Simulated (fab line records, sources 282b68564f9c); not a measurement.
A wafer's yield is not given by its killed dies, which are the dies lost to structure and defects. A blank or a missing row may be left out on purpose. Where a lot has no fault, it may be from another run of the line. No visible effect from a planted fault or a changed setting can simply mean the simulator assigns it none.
fab line records | flow ritCmos
record: lots: 6 wafers: 18 lastDay: 6
route steps=202 shown PLDD@116 SPACER@125
lots that met no fault: from a run of the same line without faults
startH: hours from the record's opening day to when the first of the lot's shown wafers began | waitH: hours elapsed since this lot's preceding step | " unchanged from the row above | L1.1+2: a row that stands for several wafers | - value missing, or start not given | * or withheld: withheld | < > ~ a bound
route shown NAME@n: names a module that has steps shown in the file, with the first one's number in the route | usual: average and standard deviation across the fault-free wafers | same: alike in all rows | chamber/n: place in a boat | sites: per-site readings | _std_site: the standard deviation of these | _edge_site: the outer-site mean with the inner-site mean subtracted | radiusMm: for every site, how far away it sits from the centre of the wafer | mask NAME#n: copy n | behind: tool/chamber where the wafer was last shaped | hold: what put the lot on hold/how long, in hours/how the hold closed | device: whichever transistor did not switch (one of n, p or np) | end of line: at the end of the route, the tests of the same wafers | a step without rows: its recipe alone | killed: dies lost to structure and defects at the first sort, not the wafer's yield | map: the dies of a wafer, with x for killed, . for not killed, _ for no die there
set.NAME: setting as actually run; set.NAME@STEP: the setting as run at that earlier step | model.NAME: the simulator's own value behind a step, which no gauge read
lots at some steps of the route; a table a step, a row a wafer
services: a tool's chamber out of use, with start hour (startH, from the record's first day; less than 0 if before it), hours out, and reason
== steps ==
step: RIT_PLDD_SOFTBAKE_02
recipe: resist: NOVOLAK tempC: 90 timeS: 60
step: RIT_PLDD_EXPOSE_03
recipe: maskId: M8 na: 0.57 targetCdNm: 40900 doseMj: 250
step: RIT_PLDD_PEB_04
recipe: resist: NOVOLAK tempC: withheld timeS: withheld
step: RIT_PLDD_DEVELOP_05
recipe: resist: NOVOLAK developTimeS: 50 devTempC: 23
step: RIT_PLDD_OVL_MEAS_06
usual: PLDD_OVL: 0.0/1.3
columns lot.wafer tool chamber startH waitH PLDD_OVL[nm]
L725.3 overlay-02 - 44.33 - 1.7
L725.4 " - " " 0.5
L725.6 " - " " 0.1
L733.1 overlay-02 - 83.68 - 2.0
L733.3 " - " " -0.2
L733.4 " - " " -2.7
L734.2 overlay-01 - 88.74 - 0.3
L734.3 " - " " 0.6
L734.6 " - " " 3.0
L736.1 overlay-01 - 98.01 - -0.7
L736.2 " - " " 0.0
L736.4 " - " " -0.4
L741.1 overlay-01 - 122.91 - 1.3
L741.3 " - " " 1.5
L741.5 " - " " 0.1
L742.4 overlay-02 - 127.83 - 1.0
L742.5 " - " " 0.2
L742.6 " - " " -1.7
step: RIT_PLDD_HARDBAKE_07
recipe: resist: NOVOLAK tempC: 140 timeS: 60
step: RIT_PLDD_IMPLANT_08
recipe: species: BF2 energyKev: 20 doseCm2: 9e+14 tiltDeg: 7
step: RIT_PLDD_STRIP_09
recipe: chemistry: O2 timeS: 180 resist: NOVOLAK platenTempC: withheld powerW: 500 pressureMtorr: 4000 o2FlowSccm: 4000
usual: drypumpMotorCurrentA: 5.4/0.3
columns lot.wafer tool chamber startH waitH drypumpMotorCurrentA rfHoursCounterH
L725.3 plasmaAsher-04 1 44.86 0.1 5.2 -
L725.4 " 0 " " 5.5 -
L725.6 " 0 " " 5.5 -
L733.1 plasmaAsher-02 1 84.02 0.1 5.5 43
L733.3 " 0 " " 6.1 -
L733.4 " 1 " " 5.5 -
L734.2 plasmaAsher-04 1 89.20 0.1 5.2 29
L734.3 " 0 " " 5.5 -
L734.6 " 0 " " 5.5 -
L736.1 plasmaAsher-02 0 98.35 0.1 6.1 44
L736.2 " 1 " " 5.5 44
L736.4 " 0 " " 6.1 -
L741.1 plasmaAsher-04 1 123.25 0.1 5.2 33
L741.3 " 1 " " 5.3 -
L741.5 " 0 " " 5.5 -
L742.4 plasmaAsher-03 1 128.21 0.1 5.1 -
L742.5 " 1 " " 5.1 -
L742.6 " 0 " " 5.4 -
step: RIT_PLDD_TW_MEAS_10
usual: PLDD_TW: 2343/18
columns lot.wafer tool chamber startH waitH PLDD_TW
L725.3 filmMetro-04 - 45.00 0.1 2351
L725.4 " - " " 2358
L725.6 " - " " 2367
L733.1 filmMetro-03 - 84.19 0.1 2331
L733.3 " - " " 2337
L733.4 " - " " 2334
L734.2 filmMetro-01 - 89.38 0.1 2336
L734.3 " - " " 2346
L734.6 " - " " 2372
L736.1 filmMetro-03 - 98.52 0.1 2313
L736.2 " - " " 2335
L736.4 " - " " 2331
L741.1 filmMetro-03 - 123.42 0.1 2327
L741.3 " - " " 2333
L741.5 " - " " 2326
L742.4 filmMetro-03 - 128.35 0.1 2334
L742.5 " - " " 2321
L742.6 " - " " 2332
step: RIT_SPACER_CLEAN_00
recipe: chemistry: SC1 mix: 3:3:50 timeS: 600 tempC: 75
step: RIT_SPACER_CLEAN_01
recipe: chemistry: dHF dilution: 50:1 timeS: 30
step: RIT_SPACER_CLEAN_02
recipe: chemistry: SC2 mix: 3:3:50 timeS: 600 tempC: 75 dry: n2Spin
step: RIT_SPACER_CVD_03
recipe: material: Si3N4 targetThkNm: 250 tempC: 810 precursor: SiH2Cl2/NH3 timeS: 3300 pressureMtorr: 300 sih2cl2FlowSccm: 60 nh3FlowSccm: 150
usual: spikeTcLoadC: 830/4.5
columns lot.wafer tool chamber startH waitH spikeTcLoadC
L725.3 lpcvd-01 0 45.47 0.0 824
L725.4 " 0 " " 824
L725.6 " 0 " " 824
L733.1 lpcvd-01 0 84.64 0.0 826
L733.3 " 0 " " 824
L733.4 " 0 " " 825
L734.2 lpcvd-02 0 89.80 0.0 833
L734.3 " 0 " " 831
L734.6 " 0 " " 833
L736.1 lpcvd-01 1 98.97 0.0 835
L736.2 " 1 " " 833
L736.4 " 1 " " 835
L741.1 lpcvd-02 0 123.85 0.0 833
L741.3 " 0 " " 832
L741.5 " 0 " " 832
L741.1 lpcvd-02 0 125.93 0.2 832
L741.3 " 0 " " 832
L741.5 " 0 " " 833
L742.4 lpcvd-01 0 129.12 0.0 826
L742.5 " 0 " " 824
L742.6 " 0 " " 825
L742.4 lpcvd-01 0 131.20 0.2 823
L742.5 " 0 " " 825
L742.6 " 0 " " 824
step: RIT_SPACER_THK_MEAS_04
recipe: reads: Si3N4_of_SPACER_CVD_03
usual: SPACER_NITRIDE_THK: 251.0/2.1
columns lot.wafer tool chamber startH waitH SPACER_NITRIDE_THK[nm]
L725.3 filmMetro-01 - 47.41 0.0 252.9
L725.4 " - " " 251.2
L725.6 " - " " 252.3
L733.1 filmMetro-01 - 86.55 0.0 251.9
L733.3 " - " " 251.4
L733.4 " - " " 251.2
L734.2 filmMetro-02 - 91.73 0.0 248.8
L734.3 " - " " 250.9
L734.6 " - " " 246.3
L736.1 filmMetro-02 - 100.88 0.0 248.9
L736.2 " - " " 248.9
L736.4 " - " " 250.4
L741.1 filmMetro-02 - 127.85 0.0 500.1
L741.3 " - " " 494.7
L741.5 " - " " 497.1
L742.4 filmMetro-01 - 133.15 0.0 499.8
L742.5 " - " " 502.1
L742.6 " - " " 502.5
step: RIT_SPACER_ETCHBACK_05
recipe: targetDepthA: 2500 SF6_flow_sccm: 30 CHF3_flow_sccm: 30 target: Si3N4 chemistry: SF6/CHF3 pressureMtorr: 40 rfW: 250 timeS: 240 stopOn: SiO2
usual: drypumpMotorCurrentA: 5.9/0.54 oesProductAu: 0.850/0.011 throttleValvePct: 10.27/0.14
columns lot.wafer tool chamber startH waitH drypumpMotorCurrentA oesProductAu rfHoursCounterH throttleValvePct model.Si3N4_of_SPACER_CVD_03.thkNm model.etch.depthNm
L725.3 rieDiel-01 1 47.45 0.0 6.6 0.855 5 10.44 198.3 252.9
L725.4 " 0 " " 5.1 0.847 10 10.21 199.5 251.3
L725.6 " 3 " " 6.6 0.835 - 10.22 200.3 252.2
L733.1 rieDiel-01 0 86.61 0.1 5.1 0.847 11 10.22 200 251.8
L733.3 " 3 " " 6.6 0.851 0 10.26 199.9 251.2
L733.4 " 1 " " 6.6 0.855 6 10.43 196.9 251.1
L734.2 rieDiel-02 1 91.78 0.0 5.7 0.846 4 10.19 194.2 248.8
L734.3 " 3 " " 5.7 0.842 56 10.31 198.2 251
L734.6 " 2 " " 6.0 0.850 - 10.45 193.9 246.4
L736.1 rieDiel-04 0 100.94 0.1 6.4 0.851 136 10.02 193.8 248.9
L736.2 " 2 " " 5.7 0.826 131 10.18 196 248.8
L736.4 " 0 " " 6.4 0.855 - 10.05 195.3 250.4
L741.1 rieDiel-01 1 127.91 0.1 6.6 1.004 6 10.48 392.6 310.1
L741.3 " 0 " " 5.1 0.971 12 10.25 392.5 300.1
L741.5 " 2 " " 5.2 0.997 - 10.49 390.9 309.4
L742.4 rieDiel-01 2 133.18 0.0 5.2 0.992 60 10.52 393 309.7
L742.5 " 3 " " 6.7 0.980 - 10.28 397.7 301.4
L742.6 " 2 " " 5.2 0.992 - 10.49 395.4 308.2
== services ==
columns tool chamber startH hours kind
plasmaAsher-04 - 30.02 10.5 repair
rieDiel-04 - 38.62 1.4 repair
rieDiel-01 3 50.59 8.4 repair
rieDiel-01 3 59.00 - clean
rieDiel-01 3 59.00 19.1 scheduledDown
rieDiel-01 3 59.00 19.1 ventCycle
rieDiel-04 2 75.73 3.9 repair
rieDiel-04 - 85.46 1.3 repair
rieDiel-04 3 100.90 8.7 repair
rieDiel-04 1 121.16 - clean
rieDiel-04 1 121.16 15.9 scheduledDown
rieDiel-04 1 121.16 15.9 ventCycle
rieDiel-04 - 131.15 0.5 repair
== key ==
firstSign: step: RIT_SPACER_CVD_03 reading: visit direction: added
effect: step: RIT_SPACER_THK_MEAS_04 reading: SPACER_NITRIDE_THK direction: up sigmas: 99+ usual: 251.0 struck: 499.4
effect: step: RIT_SPACER_ETCHBACK_05 reading: oesProductAu direction: up sigmas: 13 usual: 0.850 struck: 0.990
modelEffect: step: RIT_SPACER_ETCHBACK_05 value: Si3N4_of_SPACER_CVD_03.thkNm without: 196.2 struck: 393.7
metAt RIT_SPACER_CVD_03
struckWafers L741.1,L741.3,L741.5,L742.4,L742.5,L742.6
laterRowsLeftOut L741.1,L741.3,L741.5,L742.4,L742.5,L742.6
sortLeftOut L741.1,L741.3,L741.5,L742.4,L742.5,L742.6
testerLeftOut L741,L742
fault: kind: repeatedStepWhole tool: lpcvd-01,lpcvd-02 chamber: - onsetH: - steps: RIT_SPACER_CVD_03 times: 1 scope: struckLotsOnly
testerLeftOut: of these lots the tester's yield and bins aren't shown, on N5 and GAA mostly nor the transistor test; their killed dies are dies lost to structure and defects alone, not to doping, threshold or leakage, so they don't give the yield
sortLeftOut: the simulated sort isn't trusted on such a fault, so these wafers' sort isn't shown, and their yield isn't known
laterRowsLeftOut: the simulator's readings of these wafers behind a module that went badly wrong aren't trusted and aren't shown, but for the sort
